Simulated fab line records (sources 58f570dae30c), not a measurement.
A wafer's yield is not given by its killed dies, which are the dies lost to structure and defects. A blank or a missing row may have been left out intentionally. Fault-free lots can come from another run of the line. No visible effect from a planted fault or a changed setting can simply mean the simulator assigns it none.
A lot that was struck, set against a sound lot | flow berkeleyCmos170 | 20 steps out of a route of 331
Sound: the wafers L616.2, L616.4, L616.6. Wafers struck: L619.2, L619.4, L619.5. Last of all comes the cause.
Per side, at each step with rows, come the tool, then ch with its chambers, and then its first start. Under that, the readings that differ: sound wafers | struck wafers | difference of the means | sigmas: that difference in standard deviations of wafers without a fault.
alike: readings whose means differ by less than 2 such deviations, and words and numbers that are the same on both sides. not compared: withheld readings, readings that some wafer has no value for, bounds like >300 that may hide the same value, and numbers for which the record gives no deviation and whose values overlap.
The two part at a step that has a row with sigmas, a row that says differs or no value, or rows on one side only. When numbers do not overlap yet have no deviation, they are printed without sigmas and do not part them. Lack of a reading on every wafer of one side parts them only where that side has two or more wafers.

UCB170_PVT_STRIP_08: strips in O2.
  sound on plasmaAsher-04 ch 0,1, day 6 17:41; struck on plasmaAsher-03 ch 0,1, day 7 03:45
  alike: drypumpMotorCurrentA, oesProductAu, stripTimeToEndpointS
  not compared: rfHoursCounterH
UCB170_PVT_TW_MEAS_09:
  struck on filmMetro-04, day 7 03:52; sound on filmMetro-01, day 6 17:48
  alike: PVT_TW
then, 1 step without rows for these wafers: UCB170_GATE_WET_ETCH_00 (etches SiO2 in dHF, time 200 s).
UCB170_FIELD_THK_MEAS_91:
  struck on filmMetro-02, day 7 04:43; sound on filmMetro-04, day 6 17:56
  alike: FIELD_OXIDE_LEFT_2_THK
then, 1 step without rows for these wafers: UCB170_GATE_OXIDATION_01 (target thk 6.6 nm, ox time 1800 s).
UCB170_GATE_THK_MEAS_02:
  struck on filmMetro-03, day 7 08:07; sound on filmMetro-04, day 6 19:46
  alike: GATE_OXIDE_THK
then, 2 steps without rows for these wafers: UCB170_GATE_ANNEAL_03 (time 1800 s); UCB170_GATE_CVD_04 (deposits poly-Si from SiH4, time 1440 s, target thk 214 nm).
UCB170_GATE_THK_MEAS_05:
  struck on filmMetro-02, day 7 13:01; sound on filmMetro-02, day 7 01:20
  alike: GATE_POLY_THK
then, 3 steps without rows for these wafers: UCB170_GATE_COAT_06; UCB170_GATE_COAT_07 (resist thk 900 nm); UCB170_GATE_SOFTBAKE_08 (time 60 s).
UCB170_GATE_EXPOSE_09: exposes mask POLY, target cd 350 nm.
  sound on krfScanner-01 ch 0, day 7 03:10; struck on krfScanner-01 ch 0, day 7 14:01
reading | sound                | struck                        | difference | sigmas
mask    | POLY#0 POLY#0 POLY#0 | POLY_R1#0 POLY_R1#0 POLY_R1#0 | differs    | 
then, 2 steps without rows for these wafers: UCB170_GATE_PEB_10; UCB170_GATE_DEVELOP_11 (develop time 45 s).
UCB170_GATE_CD_MEAS_12: target cd 350 nm.
  struck on cdSem-01, day 7 14:45; sound on cdSem-02, day 7 04:11
reading   | sound             | struck            | difference | sigmas
cdNm (nm) | 349.1 348.7 348.5 | 283.0 282.5 283.9 | -65.6      | -50
UCB170_GATE_OVL_MEAS_13:
  struck on overlay-02, day 7 14:52; sound on overlay-02, day 7 04:17
  alike: GATE_OVL
UCB170_GATE_ETCH_14: etches BARC in N2/H2.
  sound on rieDiel-02 ch 1,2,3, day 7 04:19; struck on rieDiel-02 ch 2,3, day 7 14:53
  alike: drypumpMotorCurrentA, oesProductAu, throttleValvePct
UCB170_GATE_ETCH_15: etches poly-Si in HBr/Cl2, stops on SiO2, time 56.3 s, target depth 278.2 nm.
  sound on rieSi-02 ch 0,1,3, day 7 04:22; struck on rieSi-01 ch 2,3, day 7 14:56
reading              | sound           | struck          | difference | sigmas
model.GATE.cdNm (nm) | 350 349.5 349.3 | 283.3 282.2 284 | -66.4      | 
  alike: drypumpMotorCurrentA, oesProductAu, throttleValvePct
  not compared: rfHoursCounterH
UCB170_GATE_STRIP_16: strips in O2.
  sound on plasmaAsher-04 ch 0,1, day 7 04:25; struck on plasmaAsher-02 ch 0, day 7 14:59
  alike: drypumpMotorCurrentA, oesProductAu
  not compared: rfHoursCounterH

WHERE THEY PART
Last at UCB170_GATE_CD_MEAS_12 as far as this record goes, first at UCB170_GATE_EXPOSE_09. Later steps at which nothing parts them and some readings are alike: UCB170_GATE_OVL_MEAS_13, UCB170_GATE_ETCH_14, UCB170_GATE_ETCH_15, UCB170_GATE_STRIP_16.

WHY: the cause the simulator had injected
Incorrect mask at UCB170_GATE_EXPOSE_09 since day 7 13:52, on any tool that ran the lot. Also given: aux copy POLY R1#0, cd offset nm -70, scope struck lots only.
